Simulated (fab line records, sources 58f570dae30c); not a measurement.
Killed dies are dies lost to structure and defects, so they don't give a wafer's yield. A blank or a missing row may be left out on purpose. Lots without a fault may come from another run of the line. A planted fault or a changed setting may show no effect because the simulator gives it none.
fab line records | flow berkeley_cmos170
record lots=14 wafers=42 last_day=13
route steps=331 shown SACOX@99 PSD@183 V2@294
lots that met no fault: from a run of the same line without faults
start_h: hours from the record's first day to the start of the lot's first wafer shown | wait_h: hours since the lot's step before | " the same as in the row above | L1.1+2: a row that stands for several wafers | - no value, or no start given | * or withheld: withheld | < > ~ a bound
route shown NAME@n: a module of which the file shows steps, and the number in the route of the first | usual: mean/standard deviation of fault-free wafers | same: alike in all rows | chamber/n: place in a boat | sites: the reading at each site | _std_site: their standard deviation | _edge_site: outer sites' mean less inner sites' | radius_mm: how far each site lies from the wafer's centre | mask NAME#n: copy n | behind: the tool/chamber that last shaped the wafer | hold: why the lot was held/for how many hours/how that ended | device: the transistor (n, p or np) that didn't switch | end of line: the same wafers' tests at the end of the route | a step without rows: its recipe alone | killed: dies lost to structure and defects at the first sort, not the wafer's yield | map: a wafer's dies, x killed, . not, _ none there
set.NAME: the setting as run; set.NAME@STEP: as run at that earlier step | model.NAME: the simulator's own value behind a step, which no gauge read
steps of the route over a sample of lots; a table a step, a row a wafer
services: from which hour (start_h, from the record's first day; less than 0 if before it) a tool's chamber was out of use, for how many hours, and why
## steps
# step UCB170_SACOX_THK_MEAS_02
# recipe reads=SiO2_of_SACOX_OXIDATION_01
# usual SACOX_OXIDE_THK=14.3/0.32
# columns lot.wafer tool chamber start_h wait_h SACOX_OXIDE_THK[nm]
L770.1 film_metro-01 - 132.13 0.0 14.0
L770.3 " - " " 13.7
L770.5 " - " " 14.1
L769.3 film_metro-04 - 132.15 0.0 14.0
L769.4 " - " " 14.4
L769.6 " - " " 14.0
L772.1 film_metro-01 - 141.31 0.0 13.8
L772.4 " - " " 14.0
L772.6 " - " " 14.1
L771.2 film_metro-03 - 141.32 0.0 14.1
L771.5 " - " " 13.8
L771.6 " - " " 14.0
L773.4 film_metro-04 - 141.36 0.0 14.3
L773.5 " - " " 14.3
L773.6 " - " " 14.2
L774.1 film_metro-03 - 150.06 0.0 14.1
L774.4 " - " " 14.3
L774.6 " - " " 14.6
L775.1 film_metro-01 - 161.07 0.0 14.7
L775.2 " - " " 14.3
L775.3 " - " " 14.2
L776.3 film_metro-03 - 161.09 0.0 14.4
L776.5 " - " " 14.4
L776.6 " - " " 14.4
L779.3 film_metro-03 - 185.49 0.0 14.8
L779.4 " - " " 15.0
L779.6 " - " " 14.8
L780.1 film_metro-03 - 185.53 0.1 14.0
L780.3 " - " " 14.0
L780.5 " - " " 14.0
L778.3 film_metro-04 - 185.55 0.1 14.4
L778.4 " - " " 14.2
L778.6 " - " " 14.5
L785.1 film_metro-03 - 222.52 0.0 14.7
L785.3 " - " " 14.7
L785.5 " - " " 14.9
L786.1 film_metro-03 - 222.58 0.1 14.5
L786.2 " - " " 14.5
L786.3 " - " " 14.6
L788.1 film_metro-01 - 228.68 0.0 14.0
L788.2 " - " " 14.1
L788.5 " - " " 14.2
# step UCB170_PSD_IMPLANT_08
# recipe species=B dose_cm2=3e+15 energy_kev=20 tilt_deg=7
# usual beam_energy_keV=19.999/0.0057
# columns lot.wafer tool chamber start_h wait_h beam_energy_keV
L769.3 implanter-01 0 175.88 0.1 19.996
L769.4 " 0 " " 20.005
L769.6 " 0 " " 19.996
L770.1 implanter-03 0 176.07 0.0 20.002
L770.3 " 0 " " 19.990
L770.5 " 0 " " 20.001
L772.1 implanter-03 0 192.58 0.0 20.005
L772.4 " 0 " " 20.011
L772.6 " 0 " " 20.006
L771.2 implanter-01 0 192.73 0.0 20.004
L771.5 " 0 " " 19.999
L771.6 " 0 " " 19.994
L773.4 implanter-02 0 193.26 0.1 20.000
L773.5 " 0 " " 20.002
L773.6 " 0 " " 20.005
L774.1 implanter-03 0 193.30 0.0 20.001
L774.4 " 0 " " 19.997
L774.6 " 0 " " 20.000
L776.3 implanter-02 0 213.06 0.1 19.990
L776.5 " 0 " " 20.002
L776.6 " 0 " " 19.991
L775.1 implanter-03 0 213.25 0.0 20.004
L775.2 " 0 " " 20.005
L775.3 " 0 " " 20.005
L778.3 implanter-01 0 233.17 0.1 19.994
L778.4 " 0 " " 20.001
L778.6 " 0 " " 19.992
L779.3 implanter-02 0 233.65 0.1 20.000
L779.4 " 0 " " 19.994
L779.6 " 0 " " 19.996
L780.1 implanter-01 0 233.84 0.0 20.001
L780.3 " 0 " " 20.002
L780.5 " 0 " " 19.993
L786.1 implanter-02 0 268.00 0.0 20.001
L786.2 " 0 " " 19.989
L786.3 " 0 " " 20.005
L785.1 implanter-02 0 268.30 0.0 16.398
L785.3 " 0 " " 16.391
L785.5 " 0 " " 16.392
L788.1 implanter-02 0 272.46 0.0 16.396
L788.2 " 0 " " 16.396
L788.5 " 0 " " 16.397
# step UCB170_PSD_STRIP_09
# recipe chemistry=O2 power_w=400 pressure_mtorr=3500 platen_temp_c=withheld o2_flow_sccm=400 overash_fraction=0.5
# usual drypump_motor_current_A=5.8/0.48 oes_product_au=0.600/0.0047 strip_time_to_endpoint_s=29.34/0.07
# columns lot.wafer tool chamber start_h wait_h drypump_motor_current_A oes_product_au rf_hours_counter_h strip_time_to_endpoint_s
L769.3 plasma_asher-02 0 176.01 0.1 5.1 0.596 - 29.41
L769.4 " 1 " " 6.4 0.598 - 29.34
L769.6 " 0 " " 5.1 0.601 - 29.35
L770.1 plasma_asher-01 0 176.22 0.1 5.7 0.603 44 29.48
L770.3 " 0 " " 5.8 0.604 - 29.49
L770.5 " 0 " " 5.8 0.601 - 29.41
L772.1 plasma_asher-01 1 192.73 0.1 6.2 0.597 46 29.47
L772.4 " 0 " " 5.7 0.603 - 29.40
L772.6 " 1 " " 6.2 0.606 - 29.41
L771.2 plasma_asher-02 1 192.85 0.1 6.4 0.602 46 29.38
L771.5 " 0 " " 5.1 0.596 - 29.35
L771.6 " 1 " " 6.4 0.609 - 29.38
L773.4 plasma_asher-02 0 193.37 0.1 5.1 0.597 - 29.43
L773.5 " 0 " " 5.1 0.599 - 29.41
L773.6 " 1 " " 6.4 0.601 - 29.42
L774.1 plasma_asher-04 1 193.45 0.1 5.4 0.603 8 29.35
L774.4 " 1 " " 5.4 0.610 - 29.27
L774.6 " 1 " " 5.5 0.593 - 29.33
L776.3 plasma_asher-02 1 213.19 0.1 6.4 0.593 - 29.25
L776.5 " 0 " " 5.1 0.604 - 29.28
L776.6 " 1 " " 6.4 0.604 - 29.28
L775.1 plasma_asher-04 1 213.40 0.1 5.5 0.605 10 29.29
L775.2 " 0 " " 5.6 0.607 10 29.35
L775.3 " 0 " " 5.6 0.599 - 29.36
L778.3 plasma_asher-04 0 233.30 0.1 5.6 0.599 - 29.32
L778.4 " 1 " " 5.5 0.604 - 29.31
L778.6 " 0 " " 5.6 0.602 - 29.31
L779.3 plasma_asher-04 0 233.78 0.1 5.6 0.599 - 29.33
L779.4 " 1 " " 5.5 0.589 - 29.41
L779.6 " 0 " " 5.6 0.601 - 29.32
L780.1 plasma_asher-01 1 233.99 0.1 6.2 0.603 50 29.26
L780.3 " 1 " " 6.2 0.599 - 29.35
L780.5 " 1 " " 6.2 0.598 - 29.32
L786.1 plasma_asher-01 1 268.15 0.1 6.2 0.603 54 29.38
L786.2 " 0 " " 5.8 0.604 54 29.31
L786.3 " 0 " " 5.8 0.600 - 29.34
L785.1 plasma_asher-01 1 268.45 0.1 6.2 0.613 54 27.76
L785.3 " 1 " " 6.2 0.618 - 27.77
L785.5 " 0 " " 5.7 0.621 - 27.82
L788.1 plasma_asher-01 1 272.61 0.1 6.2 0.627 54 27.79
L788.2 " 0 " " 5.7 0.627 54 27.76
L788.5 " 0 " " 5.7 0.622 - 27.77
# step UCB170_PSD_TW_MEAS_10
# usual PSD_TW=2305/13
# columns lot.wafer tool chamber start_h wait_h PSD_TW
L769.3 film_metro-01 - 176.10 0.1 2308
L769.4 " - " " 2311
L769.6 " - " " 2323
L770.1 film_metro-02 - 176.32 0.1 2315
L770.3 " - " " 2319
L770.5 " - " " 2313
L772.1 film_metro-03 - 192.83 0.1 2287
L772.4 " - " " 2292
L772.6 " - " " 2283
L771.2 film_metro-03 - 192.96 0.1 2276
L771.5 " - " " 2291
L771.6 " - " " 2295
L773.4 film_metro-03 - 193.46 0.1 2300
L773.5 " - " " 2280
L773.6 " - " " 2300
L774.1 film_metro-02 - 193.55 0.1 2307
L774.4 " - " " 2314
L774.6 " - " " 2326
L776.3 film_metro-01 - 213.28 0.1 2300
L776.5 " - " " 2301
L776.6 " - " " 2311
L775.1 film_metro-02 - 213.50 0.1 2312
L775.2 " - " " 2321
L775.3 " - " " 2328
L778.3 film_metro-01 - 233.39 0.1 2316
L778.4 " - " " 2305
L778.6 " - " " 2311
L779.3 film_metro-03 - 233.87 0.1 2289
L779.4 " - " " 2285
L779.6 " - " " 2286
L780.1 film_metro-01 - 234.09 0.1 2309
L780.3 " - " " 2310
L780.5 " - " " 2321
L786.1 film_metro-02 - 268.25 0.1 2306
L786.2 " - " " 2291
L786.3 " - " " 2302
L785.1 film_metro-01 - 268.55 0.1 2211
L785.3 " - " " 2210
L785.5 " - " " 2214
L788.1 film_metro-02 - 272.71 0.1 2200
L788.2 " - " " 2198
L788.5 " - " " 2200
# step UCB170_SDANNEAL_RS_MEAS_02
# recipe thk_meas_gauge=four-point-probe
# usual PSD_RS=75.5/0.31
# columns lot.wafer tool chamber start_h wait_h PSD_RS[ohm/sq]
L769.3 film_metro-02 - 178.82 0.1 75.3
L769.4 " - " " 75.6
L769.6 " - " " 75.8
L770.1 film_metro-01 - 179.23 0.0 75.6
L770.3 " - " " 75.7
L770.5 " - " " 76.0
L772.1 film_metro-01 - 199.29 0.0 75.1
L772.4 " - " " 75.6
L772.6 " - " " 75.4
L774.1 film_metro-03 - 199.86 0.1 75.5
L774.4 " - " " 75.5
L774.6 " - " " 75.7
L771.2 film_metro-01 - 200.30 0.1 75.5
L771.5 " - " " 75.6
L771.6 " - " " 75.6
L773.4 film_metro-03 - 200.46 0.1 75.2
L773.5 " - " " 75.2
L773.6 " - " " 75.2
L775.1 film_metro-03 - 220.47 0.0 75.9
L775.2 " - " " 75.5
L775.3 " - " " 75.5
L776.3 film_metro-02 - 220.51 0.1 76.1
L776.5 " - " " 75.9
L776.6 " - " " 76.1
L778.3 film_metro-03 - 238.55 0.1 75.4
L778.4 " - " " 75.6
L778.6 " - " " 75.7
L780.1 film_metro-02 - 238.90 0.0 76.2
L780.3 " - " " 75.7
L780.5 " - " " 76.0
L779.3 film_metro-01 - 239.07 0.1 74.8
L779.4 " - " " 75.0
L779.6 " - " " 75.2
L786.1 film_metro-03 - 274.61 0.0 75.4
L786.2 " - " " 76.0
L786.3 " - " " 75.7
L785.1 film_metro-03 - 275.09 0.1 78.0
L785.3 " - " " 77.8
L785.5 " - " " 77.7
L788.1 film_metro-01 - 276.38 0.1 77.7
L788.2 " - " " 77.8
L788.5 " - " " 77.9
# step UCB170_V2_CMP_02
# recipe material=SiO2 down_force_psi=6 platen_rpm=60 pad_velocity_m_s=0.75398
# usual motor_current_A=16.1/1.8 slurry_filter_dp_kPa=13.51/0.15
# columns lot.wafer tool chamber start_h wait_h motor_current_A slurry_filter_dp_kPa
L769.3 cmp-02 0 193.66 0.1 12.4 13.42
L769.4 " 2 " " 14.7 13.40
L769.6 " 0 " " 11.8 13.16
L770.1 cmp-01 1 196.67 0.1 16.8 13.51
L770.3 " 0 " " 16.1 13.60
L770.5 " 2 " " 16.5 13.64
L772.4 cmp-02 3 213.24 0.1 16.6 13.32
L772.1 " 0 " " 12.4 13.64
L772.6 " 2 " " 15.8 13.66
L774.4 cmp-01 1 219.61 0.1 17.0 13.54
L774.1 " 2 " " 18.0 13.54
L774.6 " 0 " " 16.3 13.28
L771.2 cmp-02 1 222.77 0.0 18.0 13.37
L771.5 " 1 " " 18.8 13.45
L771.6 " 2 " " 15.4 13.42
L773.4 cmp-01 1 223.45 0.0 16.5 13.28
L773.5 " 1 " " 16.4 13.59
L773.6 " 2 " " 18.4 13.50
L775.2 cmp-02 3 237.32 0.0 16.0 13.56
L775.3 " 0 " " 12.1 13.79
L775.1 " 2 " " 15.3 13.75
L776.3 cmp-01 1 240.18 0.0 15.7 13.31
L776.6 " 1 " " 17.0 13.32
L776.5 " 2 " " 18.2 13.53
L778.3 cmp-02 3 252.44 0.1 16.8 13.18
L778.4 " 0 " " 12.5 13.55
L778.6 " 3 " " 16.4 13.53
L780.1 cmp-01 2 254.35 0.1 18.0 13.47
L780.3 " 3 " " 17.2 13.70
L780.5 " 0 " " 16.1 13.84
L779.3 cmp-02 0 259.57 0.0 12.8 13.44
L779.4 " 1 " " 18.2 13.57
L779.6 " 1 " " 17.4 13.60
L786.3 cmp-02 2 288.81 0.0 15.5 13.63
L786.2 " 0 " " 12.3 13.29
L786.1 " 1 " " 17.6 13.61
L785.3 cmp-01 3 295.18 0.0 16.4 13.38
L785.1 " 0 " " 16.0 13.30
L785.5 " 3 " " 16.7 13.55
L788.1 cmp-01 3 295.93 0.1 15.6 13.60
L788.2 " 0 " " 16.1 13.66
L788.5 " 3 " " 17.0 13.60
# step UCB170_V2_BOW_MEAS_03
# recipe mode=bow
# usual V2_BOW=36/7.5
# columns lot.wafer tool chamber start_h wait_h V2_BOW[um]
L769.3 film_metro-04 - 193.95 0.2 27
L769.4 " - " " 29
L769.6 " - " " 49
L770.1 film_metro-03 - 196.97 0.2 40
L770.3 " - " " 21
L770.5 " - " " 29
L772.1 film_metro-03 - 213.49 0.1 35
L772.4 " - " " 41
L772.6 " - " " 34
L774.1 film_metro-03 - 219.81 0.1 44
L774.4 " - " " 40
L774.6 " - " " 32
L771.2 film_metro-04 - 223.09 0.3 52
L771.5 " - " " 25
L771.6 " - " " 35
L773.4 film_metro-03 - 223.81 0.3 49
L773.5 " - " " 46
L773.6 " - " " 37
L775.1 film_metro-03 - 237.62 0.1 47
L775.2 " - " " 32
L775.3 " - " " 40
L776.3 film_metro-01 - 240.52 0.3 41
L776.5 " - " " 34
L776.6 " - " " 38
L778.3 film_metro-01 - 252.73 0.2 36
L778.4 " - " " 34
L778.6 " - " " 37
L780.1 film_metro-03 - 254.55 0.1 27
L780.3 " - " " 38
L780.5 " - " " 39
L779.3 film_metro-04 - 259.91 0.3 32
L779.4 " - " " 36
L779.6 " - " " 36
L786.1 film_metro-01 - 289.11 0.1 39
L786.2 " - " " 34
L786.3 " - " " 48
L785.1 film_metro-04 - 295.48 0.2 20
L785.3 " - " " 34
L785.5 " - " " 32
L788.1 film_metro-04 - 296.18 0.2 37
L788.2 " - " " 36
L788.5 " - " " 42
## services
# columns tool chamber start_h hours kind
cmp-02 - 195.36 0.9 repair
implanter-02 - 203.10 0.6 repair
cmp-02 - 207.02 2.7 repair
implanter-01 - 207.78 9.2 repair
implanter-01 - 218.28 3.5 repair
cmp-01 - 232.90 4.0 pm
cmp-01 - 236.90 - consumable_replace:conditioner
cmp-01 - 236.90 - consumable_replace:pad
plasma_asher-04 - 245.85 2.8 pm
implanter-01 - 254.11 3.2 repair
plasma_asher-04 - 271.70 0.5 repair
cmp-01 - 273.93 1.8 repair
cmp-01 - 276.55 4.0 repair
implanter-03 - 279.79 1.0 repair
cmp-02 - 284.32 0.5 repair
## key
first_sign step=UCB170_PSD_IMPLANT_08 reading=beam_energy_keV direction=down sigmas=99+ usual=19.999 struck=16.395
effect step=UCB170_PSD_STRIP_09 reading=strip_time_to_endpoint_s direction=down sigmas=22 usual=* struck=*
effect step=UCB170_PSD_TW_MEAS_10 reading=PSD_TW direction=down sigmas=7.4 usual=2305 struck=2206
effect step=UCB170_SDANNEAL_RS_MEAS_02 reading=PSD_RS direction=up sigmas=7.4 usual=75.5 struck=77.8
met_at UCB170_PSD_IMPLANT_08
struck_lots L785,L788
tester_left_out L785,L788
not_acting_at UCB170_SACOX_THK_MEAS_02,UCB170_V2_CMP_02,UCB170_V2_BOW_MEAS_03
onset_between 268.00 268.30
fault kind=process_parameter_drift tool=implanter-02 chamber=- onset_h=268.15 steps=UCB170_PSD_IMPLANT_08 channel=energy_kev offset=-3.6 shape=step end_h=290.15 acts_in=these_recipes_only stated=20
# tester_left_out: of these lots the tester's yield and bins aren't shown, on N5 and GAA mostly nor the transistor test; their killed dies are dies lost to structure and defects alone, not to doping, threshold or leakage, so they don't give the yield
